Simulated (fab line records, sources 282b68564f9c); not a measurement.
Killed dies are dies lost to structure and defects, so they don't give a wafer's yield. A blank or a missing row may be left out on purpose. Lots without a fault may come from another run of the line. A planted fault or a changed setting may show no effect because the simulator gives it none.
Tool commonality check | flow rit_cmos | 14 lots, 42 wafers sampled

WHY IT WAS OPENED
At RIT_SDANNEAL_RS_MEAS_04 the reading PSD_RS is flagged on 2 of 14 lots. Wafers without a fault read 115.79 ohm/sq, standard deviation 0.26.
Rule: a lot is flagged when every wafer of it that has a number lies more than 4 standard deviations from that mean, or none has a number. The other lots count as sound.

lot  | measured    | on            | PSD_RS (ohm/sq), wafer by wafer | flag
L117 | day 3 12:58 | film_metro-02 | 115.86 115.69 115.60            |
L118 | day 4 01:56 | film_metro-02 | 115.96 116.02 115.98            |
L119 | day 4 14:50 | film_metro-03 | 115.74 115.50 115.66            |
L120 | day 4 18:35 | film_metro-03 | 115.67 115.64 115.59            |
L121 | day 4 21:05 | film_metro-03 | 115.90 115.97 116.07            |
L122 | day 5 03:19 | film_metro-03 | 115.74 115.88 115.89            |
L123 | day 5 03:41 | film_metro-01 | 115.37 115.16 115.61            |
L125 | day 5 22:18 | film_metro-02 | 115.88 116.00 115.96            |
L131 | day 6 15:26 | film_metro-01 | 117.89 117.83 118.33            | FLAGGED
L132 | day 6 16:12 | film_metro-03 | 117.92 117.83 117.81            | FLAGGED
L134 | day 7 00:46 | film_metro-01 | 115.61 115.66 115.71            |
L133 | day 7 01:05 | film_metro-02 | 115.96 115.58 115.43            |
L139 | day 7 20:25 | film_metro-02 | 115.52 115.44 115.27            |
L140 | day 8 02:29 | film_metro-01 | 115.53 115.55 115.32            |
The numbers of the flagged lots are 117.94 ohm/sq on average: +2.14 ohm/sq against the usual, or +8 standard deviations.

WHICH TOOL RAN EACH LOT
The record holds 1 process step before the reading, out of a route of 202 steps. In each cell: the tool, then ch and the chambers that the sampled wafers went through, then the start.
lot  | flag    | RIT_PSD_IMPLANT_08
L117 |         | implanter-01 ch 0, day 3 12:08
L118 |         | implanter-04 ch 0, day 4 01:08
L119 |         | implanter-01 ch 0, day 4 14:02
L120 |         | implanter-01 ch 0, day 4 17:46
L121 |         | implanter-01 ch 0, day 4 20:16
L122 |         | implanter-04 ch 0, day 5 02:29
L123 |         | implanter-03 ch 0, day 5 02:50
L125 |         | implanter-04 ch 0, day 5 21:29
L131 | FLAGGED | implanter-01 ch 0, day 6 14:36
L132 | FLAGGED | implanter-01 ch 0, day 6 15:11
L134 |         | implanter-03 ch 0, day 6 23:57
L133 |         | implanter-04 ch 0, day 7 00:16
L139 |         | implanter-03 ch 0, day 7 19:35
L140 |         | implanter-03 ch 0, day 8 01:38
What these steps do:
- RIT_PSD_IMPLANT_08
- RIT_SDANNEAL_RS_MEAS_04: measures by four-point-probe.

FLAGGED OVER TOTAL, TOOL BY TOOL (the gauges that took the reading come last)
step                    | tool          | lots run | flagged | share of the flagged lots | sound lots run after its first flagged lot
RIT_PSD_IMPLANT_08      | implanter-01  | 6        | 2       | all                       | 0
RIT_PSD_IMPLANT_08      | implanter-03  | 4        | 0       | none                      | -
RIT_PSD_IMPLANT_08      | implanter-04  | 4        | 0       | none                      | -
RIT_SDANNEAL_RS_MEAS_04 | film_metro-01 | 4        | 1       | some                      | 2 (L134,L140)
RIT_SDANNEAL_RS_MEAS_04 | film_metro-02 | 5        | 0       | none                      | -
RIT_SDANNEAL_RS_MEAS_04 | film_metro-03 | 5        | 1       | some                      | 0

WHAT THE TABLE ALLOWS
1 row of the table ran every flagged lot: implanter-01 at RIT_PSD_IMPLANT_08.
- implanter-01 at RIT_PSD_IMPLANT_08: 2 of its 6 lots flagged. Its last sound lot is L121 (day 4 20:16), its first flagged lot L131 (day 6 14:36): a fault that began between those two fits. Its own readings lie more than 4 standard deviations out on every wafer of the flagged lots: dose_ions_cm2.
One tool is left: implanter-01 at RIT_PSD_IMPLANT_08.

WHAT THE SIMULATOR HAD PUT IN
Process parameter drift: implanter-01, from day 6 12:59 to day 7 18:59, at RIT_PSD_IMPLANT_08. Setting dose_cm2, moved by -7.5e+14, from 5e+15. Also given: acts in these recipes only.
Lots struck among those shown: L131, L132. The rule above found the same.
